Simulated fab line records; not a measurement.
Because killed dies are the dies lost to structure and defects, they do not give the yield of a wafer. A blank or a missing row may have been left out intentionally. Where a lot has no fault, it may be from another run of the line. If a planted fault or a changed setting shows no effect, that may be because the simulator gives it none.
Comparing a struck lot with a sound one -- flow berkeley_cmos170 -- 16 steps out of a route of 331
Sound: the wafers L551.1, L551.2, L551.3. Struck: wafer L561.3. (L561.1, L561.6 of the same lot were not struck and are left out.) The cause comes at the end.
Each step with rows lists, per side, the tool, then ch with its chambers, then its first start. Under that, the readings that differ: sound wafers -- struck wafers -- difference of the means -- sigmas: that difference in standard deviations of wafers without a fault.
alike: readings whose means differ by less than 2 such deviations, and words and numbers that are the same on both sides. not compared: withheld readings, readings that some wafer has no value for, bounds like >300 that may hide the same value, and numbers for which the record gives no deviation and whose values overlap.
The two part at a step that has a row with sigmas, a row that says differs or no value, or rows on one side only. Numbers that have no deviation but don't overlap get no sigmas and don't part them. A reading missing from all wafers of one side parts the sides only when that side holds two or more wafers.

first, 5 steps without rows for these wafers: UCB170_M1_COAT_04 (resist thk 900 nm); UCB170_M1_SOFTBAKE_05 (time 60 s); UCB170_M1_EXPOSE_06 (exposes mask METAL1, target cd 700 nm); UCB170_M1_PEB_07; UCB170_M1_DEVELOP_08 (develop time 45 s).
UCB170_M1_CD_MEAS_09 targets a cd of 700 nm.
  sound on cd_sem-02 at day 8 18:03; struck on cd_sem-01 at day 10 01:32
reading,sound,struck,difference,sigmas
cd_nm (nm),701.7 700.6 701.3,697.8,-3.4,-3
UCB170_M1_OVL_MEAS_10:
  sound on overlay-02 at day 8 18:10; struck on overlay-02 at day 10 01:39
  alike: M1_OVL
UCB170_M1_ETCH_11: etches BARC in N2/H2.
  sound on rie_diel-01 ch 1,2,3, day 8 18:13; struck on rie_diel-01 ch 0, day 10 01:41
  alike: chamber_pressure_mTorr, drypump_motor_current_A, oes_product_au, throttle_valve_pct
UCB170_M1_METAL_ETCH_12: etches Al in Cl2/BCl3, stops on PSG, target depth 780 nm, time 130 s.
  sound on rie_metal-04 ch 0, day 8 18:15; struck on rie_metal-04 ch 1, day 10 01:44
  alike: chamber_pressure_mTorr, drypump_motor_current_A, oes_product_au, throttle_valve_pct
  not compared: rf_hours_counter_h
UCB170_M1_STRIP_13: strips in O2.
  sound on plasma_asher-01 ch 0,1, day 8 18:31; struck on plasma_asher-02 ch 1, day 10 01:52
reading,sound,struck,difference,sigmas
chamber_pressure_mTorr (mTorr),3499 3502 3501,3493,-8,-3
  alike: drypump_motor_current_A, oes_product_au
  not compared: rf_hours_counter_h
UCB170_M1_CD_MEAS_90 targets a cd of 700 nm.
  sound on cd_sem-01 at day 8 18:37; struck on cd_sem-01 at day 10 01:58
  alike: cd_nm
then, 1 step without rows for these wafers: UCB170_M1_ANNEAL_14 (time 1200 s).
UCB170_V1_CVD_00: deposits SiO2 from TEOS/O2, target thk 2000 nm, time 250 s.
  sound on pecvd-02 ch 0,1,2, day 8 20:44; struck on pecvd-04 ch 1, day 10 04:01
reading,sound,struck,difference,sigmas
rf_fwd_power_W (W),547.5 545.2 548.3,480.9,-66.1,-39
model.SiO2_of_V1_CVD_00.thk_nm (nm),1993 2004 1984,1912,-82,
  alike: heater_power_w
UCB170_V1_THK_MEAS_01:
  sound on film_metro-01 at day 8 20:53; struck on film_metro-02 at day 10 04:11
reading,sound,struck,difference,sigmas
V1_TEOS_THK (nm),1993 2006 1983,1911,-83,-4
UCB170_V1_CMP_02: polishes SiO2.
  sound on cmp-01 ch 0,1,3, day 8 20:57; struck on cmp-01 ch 0, day 10 04:14
  alike: edge_zone_pressure_frac, motor_current_A, slurry_flow_ml_min
UCB170_M3_PROBE_99:
  sound wafers here have rows in the record (prober-02, day 9 12:28); struck ones have none

## WHERE THEY PART
First at UCB170_M1_CD_MEAS_09; last, within this record, at UCB170_M3_PROBE_99.

WHY: what the simulator had put in
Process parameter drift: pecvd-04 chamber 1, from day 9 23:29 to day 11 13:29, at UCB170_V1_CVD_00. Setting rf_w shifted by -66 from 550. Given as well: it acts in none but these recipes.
